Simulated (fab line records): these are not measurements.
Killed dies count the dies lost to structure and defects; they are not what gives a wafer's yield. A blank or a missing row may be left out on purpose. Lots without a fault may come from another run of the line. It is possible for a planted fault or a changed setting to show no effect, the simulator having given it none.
fab line records	flow berkeley_cmos170
[record] lots = 6	wafers = 18	last_day = 10
route steps=331 shown PWELL@53 WELLDRIVE@55 ACTIVE@60
lots that met no fault: from a run of the same line without faults
start_h: hours from the record's first day to the start of the lot's first wafer shown	wait_h: hours from the lot's prior step to this one	" repeats the value in the row above	L1.1+2: several wafers, shown together as one row	- no value present, or no start provided	* or withheld: withheld	< > ~ a bound
route shown NAME@n: a module of which the file shows steps, and the number in the route of the first	usual: mean/standard deviation taken from wafers without a fault	same: alike in all rows	chamber/n: place in a boat	sites: readings site by site	_std_site: standard deviation across them	_edge_site: the outer-site mean with the inner-site mean subtracted	radius_mm: for every site, how far away it sits from the centre of the wafer	mask NAME#n: copy n	behind: the tool/chamber that last shaped the wafer	hold: why the lot went on hold/how many hours it stayed there/how the hold came to an end	device: whichever transistor did not switch (one of n, p or np)	end of line: tests run on the same wafers once the route is complete	a step with no rows: only its recipe	killed: count of dies lost to structure and defects at first sort (not the wafer's yield)	map: the dies of a wafer, with x for killed, . for not killed, _ for no die there
set.NAME: the setting that was run; set.NAME@STEP: the one run at that earlier step	model.NAME: the simulator's own value behind a step, which no gauge read
a table for each step, a row for each wafer; lots at some steps of the route
services: from which hour (start_h, from the record's first day; less than 0 if before it) a tool's chamber was out of use, for how many hours, and why
[[steps]]
[step UCB170_PWELL_WET_ETCH_19]
[recipe] chemistry = H3PO4	target = Si3N4	temp_c = 160	time_s = 14400
[step UCB170_PWELL_WET_ETCH_20]
[recipe] chemistry = BOE	dilution = 5:1	target = SiO2	temp_c = 25	time_s = 22
[step UCB170_WELLDRIVE_CLEAN_00]
[recipe] chemistry = SPM	temp_c = 120	time_s = 600
[step UCB170_WELLDRIVE_OXIDATION_01]
[recipe] temp_c = 1100	ambient = O2	target_thk_a = 1990	ox_time_s = 9000
[step UCB170_WELLDRIVE_THK_MEAS_02]
[recipe] reads = SiO2_of_WELLDRIVE_OXIDATION_01
[usual] WELLDRIVE_OXIDE_THK = 199/3.6
lot.wafer	tool	chamber	start_h	wait_h	WELLDRIVE_OXIDE_THK[nm]
L276.1	film_metro-04	-	73.71	0.0	196
L276.2	"	-	"	"	198
L276.5	"	-	"	"	199
L280.2	film_metro-04	-	97.45	0.0	203
L280.4	"	-	"	"	200
L280.6	"	-	"	"	200
L283.1	film_metro-02	-	106.71	0.0	203
L283.4	"	-	"	"	204
L283.6	"	-	"	"	200
L289.1	film_metro-01	-	138.17	0.0	199
L289.3	"	-	"	"	198
L289.6	"	-	"	"	199
L290.3	film_metro-02	-	138.19	0.0	201
L290.5	"	-	"	"	198
L290.6	"	-	"	"	196
L292.1	film_metro-01	-	147.01	0.0	202
L292.2	"	-	"	"	198
L292.4	"	-	"	"	200
[step UCB170_WELLDRIVE_ANNEAL_03]
[recipe] temp_c = 1100	time_s = 900	ambient = N2
[step UCB170_WELLDRIVE_WET_ETCH_04]
[recipe] chemistry = BOE	dilution = 5:1	target = SiO2	temp_c = 25	time_s = 120
[step UCB170_ACTIVE_CLEAN_00]
[recipe] chemistry = SPM	temp_c = 120	time_s = 600
[step UCB170_ACTIVE_CLEAN_01]
[recipe] chemistry = dHF	dilution = 25:1	time_s = 60
[step UCB170_ACTIVE_OXIDATION_02]
[recipe] temp_c = 1000	ambient = O2	target_thk_a = 264	ox_time_s = 1260
[step UCB170_ACTIVE_THK_MEAS_03]
[recipe] reads = SiO2_of_ACTIVE_OXIDATION_02
[usual] ACTIVE_OXIDE_THK = 26.5/0.44
lot.wafer	tool	chamber	start_h	wait_h	ACTIVE_OXIDE_THK[nm]
L276.1	film_metro-02	-	84.57	0.0	26.6
L276.2	"	-	"	"	26.7
L276.5	"	-	"	"	27.3
L280.2	film_metro-03	-	106.05	0.0	26.3
L280.4	"	-	"	"	26.7
L280.6	"	-	"	"	26.6
L283.1	film_metro-02	-	116.50	0.1	26.5
L283.4	"	-	"	"	26.3
L283.6	"	-	"	"	26.6
L289.1	film_metro-03	-	146.36	0.0	26.3
L289.3	"	-	"	"	26.4
L289.6	"	-	"	"	26.5
L290.3	film_metro-02	-	146.38	0.0	26.6
L290.5	"	-	"	"	26.3
L290.6	"	-	"	"	26.6
L292.1	film_metro-03	-	159.84	0.0	26.6
L292.2	"	-	"	"	26.7
L292.4	"	-	"	"	26.5
[step UCB170_ACTIVE_ANNEAL_04]
[recipe] temp_c = 1000	time_s = 900	ambient = N2
[step UCB170_ACTIVE_CVD_05]
[recipe] material = Si3N4	target_thk_nm = 220	temp_c = 800	precursor = SiH2Cl2/NH3	time_s = 3300	pressure_mtorr = 200	sih2cl2_flow_sccm = 25	nh3_flow_sccm = 75
lot.wafer	tool	chamber	start_h	wait_h	model.Si3N4_of_ACTIVE_CVD_05.thk_nm
L276.1	lpcvd-01	1	90.07	0.0	220.5
L276.2	"	1	"	"	222.1
L276.5	"	1	"	"	221.7
L280.2	lpcvd-02	1	110.46	0.2	217.8
L280.4	"	1	"	"	216.5
L280.6	"	1	"	"	219.2
L283.1	lpcvd-02	1	119.91	0.6	222.3
L283.4	"	1	"	"	222.5
L283.6	"	1	"	"	221.5
L289.1	lpcvd-01	1	151.50	1.0	349.4
L289.3	"	1	"	"	350.2
L289.6	"	1	"	"	349.2
L290.3	lpcvd-01	0	151.50	1.0	349.5
L290.5	"	0	"	"	347.3
L290.6	"	0	"	"	348.8
L292.1+2	lpcvd-02	1	165.02	0.0	220.2
L292.4	"	1	"	"	219.1
[step UCB170_ACTIVE_THK_MEAS_06]
[recipe] reads = Si3N4_of_ACTIVE_CVD_05
[usual] ACTIVE_NITRIDE_THK = 220.3/1.7
lot.wafer	tool	chamber	start_h	wait_h	ACTIVE_NITRIDE_THK[nm]
L276.1	film_metro-04	-	91.99	0.0	220.3
L276.2	"	-	"	"	222.0
L276.5	"	-	"	"	221.7
L280.2	film_metro-03	-	112.39	0.0	217.9
L280.4	"	-	"	"	216.7
L280.6	"	-	"	"	219.1
L283.1	film_metro-02	-	121.87	0.0	222.4
L283.4	"	-	"	"	222.3
L283.6	"	-	"	"	221.7
L289.1	film_metro-03	-	153.42	0.0	349.7
L289.3	"	-	"	"	350.2
L289.6	"	-	"	"	349.1
L290.3	film_metro-04	-	153.44	0.0	349.6
L290.5	"	-	"	"	347.3
L290.6	"	-	"	"	348.9
L292.1	film_metro-03	-	166.94	0.0	220.2
L292.2	"	-	"	"	220.1
L292.4	"	-	"	"	219.1
[step UCB170_ACTIVE_HMDS_07]
[recipe] prime_time_s = 60	prime_temp_c = 100
[step UCB170_ACTIVE_COAT_08]
[recipe] resist = KrF	spin_rpm = 1500	resist_thk_nm = 900
[step UCB170_ACTIVE_SOFTBAKE_09]
[recipe] resist = KrF	temp_c = 130	time_s = 60
[step UCB170_ACTIVE_EXPOSE_10]
[recipe] mask_id = ACTIVE	target_cd_nm = 1200	na = 0.5	sigma_outer = 0.6	source_shape = conventional	dose_mj = 20
[step UCB170_ACTIVE_PEB_11]
[recipe] peb_temp_c = 130	peb_time_s = withheld	resist = KrF
[step UCB170_ACTIVE_DEVELOP_12]
[recipe] developer = TMAH	develop_time_s = 45	resist = KrF	dev_temp_c = 21
[step UCB170_ACTIVE_CD_MEAS_13]
[recipe] target_cd_nm = 1200
[usual] cd_nm = 1199.9/1.2
lot.wafer	tool	chamber	start_h	wait_h	cd_nm
L276.1	cd_sem-02	-	93.56	-	1201.8
L276.2	"	-	"	"	1200.3
L276.5	"	-	"	"	1200.7
L280.2	cd_sem-01	-	113.58	-	1201.9
L280.4	"	-	"	"	1200.0
L280.6	"	-	"	"	1200.2
L283.1	cd_sem-01	-	123.59	-	1199.1
L283.4	"	-	"	"	1200.3
L283.6	"	-	"	"	1200.0
L289.1	cd_sem-02	-	154.45	-	1200.8
L289.3	"	-	"	"	1199.5
L289.6	"	-	"	"	1200.3
L290.3	cd_sem-02	-	154.73	-	1201.6
L290.5	"	-	"	"	1201.3
L290.6	"	-	"	"	1201.7
L292.1	cd_sem-02	-	168.92	-	1201.0
L292.2	"	-	"	"	1200.3
L292.4	"	-	"	"	1199.9
[step UCB170_ACTIVE_OVL_MEAS_14]
[usual] ACTIVE_OVL = -1/5.6
lot.wafer	tool	chamber	start_h	wait_h	ACTIVE_OVL[nm]
L276.1	overlay-01	-	93.68	0.1	-4
L276.2	"	-	"	"	6
L276.5	"	-	"	"	4
L280.2	overlay-02	-	113.68	0.1	1
L280.4	"	-	"	"	2
L280.6	"	-	"	"	1
L283.1	overlay-02	-	123.71	0.1	-2
L283.4	"	-	"	"	-6
L283.6	"	-	"	"	-6
L289.1	overlay-01	-	154.57	0.1	-1
L289.3	"	-	"	"	-9
L289.6	"	-	"	"	10
L290.3	overlay-01	-	154.82	0.1	-1
L290.5	"	-	"	"	-2
L290.6	"	-	"	"	-10
L292.1	overlay-02	-	169.04	0.1	0
L292.2	"	-	"	"	5
L292.4	"	-	"	"	4
[step UCB170_ACTIVE_ETCH_15]
[recipe] chemistry = CH3F/Ar/O2	target = Si3N4	stop_on = SiO2	CH3F_flow_sccm = 20	Ar_flow_sccm = 50	O2_flow_sccm = 7	pressure_mtorr = 50	rf_w = 450	target_depth_a = 2420	over_etch_frac = 0.1	time_s = 151
[usual] chamber_pressure_mTorr = 50.00/0.045	drypump_motor_current_A = 5.8/0.38	oes_product_au = 0.941/0.013	throttle_valve_pct = 8.03/0.1
lot.wafer	tool	chamber	start_h	wait_h	chamber_pressure_mTorr	drypump_motor_current_A	oes_product_au	rf_hours_counter_h	throttle_valve_pct	model.etch.depth_nm
L276.1	rie_diel-03	1	93.71	0.0	50.00	6.3	0.915	2	8.02	220.5
L276.2	"	3	"	"	50.05	5.7	0.920	142	8.01	222.1
L276.5	"	3	"	"	50.09	5.7	0.921	-	8.00	221.7
L280.2	rie_diel-02	0	113.71	0.0	50.07	5.9	0.938	147	7.97	217.8
L280.4	"	2	"	"	49.96	6.4	0.928	92	8.05	216.5
L280.6	"	1	"	"	50.03	5.6	0.955	-	8.16	219.2
L283.1	rie_diel-04	1	123.74	0.0	50.04	6.0	0.957	14	7.91	222.3
L283.4	"	2	"	"	50.05	5.5	0.951	50	7.91	222.5
L283.6	"	3	"	"	49.92	5.2	0.968	-	7.99	221.5
L289.1	rie_diel-03	0	154.60	0.0	49.93	5.7	0.994	156	8.07	238
L289.3	"	3	"	"	49.96	5.7	0.994	144	8.01	250.6
L289.6	"	0	"	"	50.01	5.6	0.986	-	8.08	238
L290.3	rie_diel-02	0	154.84	0.0	50.02	5.9	1.002	149	7.97	243.9
L290.5	"	0	"	"	49.98	5.9	1.002	-	7.97	241.9
L290.6	"	3	"	"	50.02	5.5	1.000	-	8.09	244.5
L292.1	rie_diel-03	1	169.08	0.0	49.97	6.3	0.919	6	8.03	220.2
L292.2	"	2	"	"	49.97	6.5	0.949	55	8.06	220.2
L292.4	"	1	"	"	50.00	6.3	0.921	-	8.04	219.1
[step UCB170_ACTIVE_STRIP_16]
[recipe] chemistry = O2	power_w = 400	pressure_mtorr = 3500	platen_temp_c = withheld	o2_flow_sccm = 400	overash_fraction = 0.5
[usual] chamber_pressure_mTorr = 3500/3.4	drypump_motor_current_A = 5.8/0.39	oes_product_au = 0.721/0.0046	strip_time_to_endpoint_s = 18.10/0.081
[same] overash_fraction = 0.5
lot.wafer	tool	chamber	start_h	wait_h	chamber_pressure_mTorr	drypump_motor_current_A	oes_product_au	rf_hours_counter_h	strip_time_to_endpoint_s
L276.1	plasma_asher-04	1	93.81	0.1	3505	5.2	0.721	40	18.09
L276.2	"	0	"	"	3500	6.2	0.726	40	17.99
L276.5	"	0	"	"	3500	6.2	0.716	-	17.92
L280.2	plasma_asher-01	1	113.81	0.1	3501	5.5	0.717	41	18.05
L280.4	"	1	"	"	3492	5.5	0.718	-	18.07
L280.6	"	0	"	"	3503	6.0	0.718	-	18.00
L283.1	plasma_asher-01	1	123.84	0.1	3507	5.5	0.712	42	18.21
L283.4	"	1	"	"	3497	5.5	0.722	-	18.31
L283.6	"	1	"	"	3506	5.5	0.722	-	18.03
L289.1	plasma_asher-02	0	154.70	0.1	3500	5.5	0.723	33	18.11
L289.3	"	1	"	"	3503	6.2	0.719	-	18.02
L289.6	"	0	"	"	3500	5.5	0.727	-	18.14
L290.3	plasma_asher-04	1	154.98	0.1	3497	5.2	0.721	-	18.14
L290.5	"	1	"	"	3501	5.2	0.722	-	18.20
L290.6	"	0	"	"	3500	6.2	0.727	-	18.03
L292.1	plasma_asher-02	0	169.18	0.1	3501	5.5	0.724	35	18.14
L292.2	"	1	"	"	3502	6.2	0.718	35	18.24
L292.4	"	0	"	"	3499	5.5	0.719	-	18.17
[[services]]
tool	chamber	start_h	hours	kind
rie_diel-03	-	68.72	0.4	repair
plasma_asher-02	-	100.36	1.8	repair
rie_diel-03	0	100.96	4.4	repair
rie_diel-04	1	104.51	4.3	repair
rie_diel-03	3	108.19	11.6	repair
rie_diel-03	3	121.45	6.9	repair
rie_diel-04	2	132.92	4.6	repair
rie_diel-04	-	152.62	2.6	repair
rie_diel-03	0	157.92	-	clean
rie_diel-03	0	157.92	17.4	scheduled_down
rie_diel-03	0	157.92	17.4	vent_cycle
lpcvd-02	-	159.42	2.8	pm
plasma_asher-01	-	161.52	28.1	pm
rie_diel-02	0	164.88	-	clean
rie_diel-02	0	164.88	19.4	scheduled_down
rie_diel-02	0	164.88	19.4	vent_cycle
rie_diel-04	0	167.53	2.1	repair
[[key]]
[first_sign] step = UCB170_ACTIVE_THK_MEAS_06	reading = ACTIVE_NITRIDE_THK	direction = up	sigmas = 75	usual = 220.3	struck = 349.1
[effect] step = UCB170_ACTIVE_ETCH_15	reading = oes_product_au	direction = up	sigmas = 4.1	usual = 0.941	struck = 0.996
[model_effect] step = UCB170_ACTIVE_CVD_05	value = Si3N4_of_ACTIVE_CVD_05.thk_nm	without = 221.3	struck = 349.1
[model_effect] step = UCB170_ACTIVE_ETCH_15	value = etch.depth_nm	without = 221.3	struck = 242.8
met_at UCB170_ACTIVE_CVD_05
struck_wafers L289.1,L289.3,L289.6,L290.3,L290.5,L290.6
later_rows_left_out L289.1,L289.3,L289.6,L290.3,L290.5,L290.6
sort_left_out L289.1,L289.3,L289.6,L290.3,L290.5,L290.6
tester_left_out L289,L290
onset_between 90.07 151.50
[fault] kind = process_parameter_drift	tool = lpcvd-01	chamber = -	onset_h = 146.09	steps = UCB170_ACTIVE_CVD_05	channel = target_thk_nm	offset = 127.77	shape = step	end_h = 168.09	acts_in = these_recipes_only	stated = 220
// tester_left_out: of these lots the tester's yield and bins aren't shown, on N5 and GAA mostly nor the transistor test; their killed dies are dies lost to structure and defects alone, not to doping, threshold or leakage, so they don't give the yield
// sort_left_out: the simulated sort isn't trusted on such a fault, so these wafers' sort isn't shown, and their yield isn't known
// later_rows_left_out: the simulator's readings of these wafers behind a module that went badly wrong aren't trusted and aren't shown, but for the sort
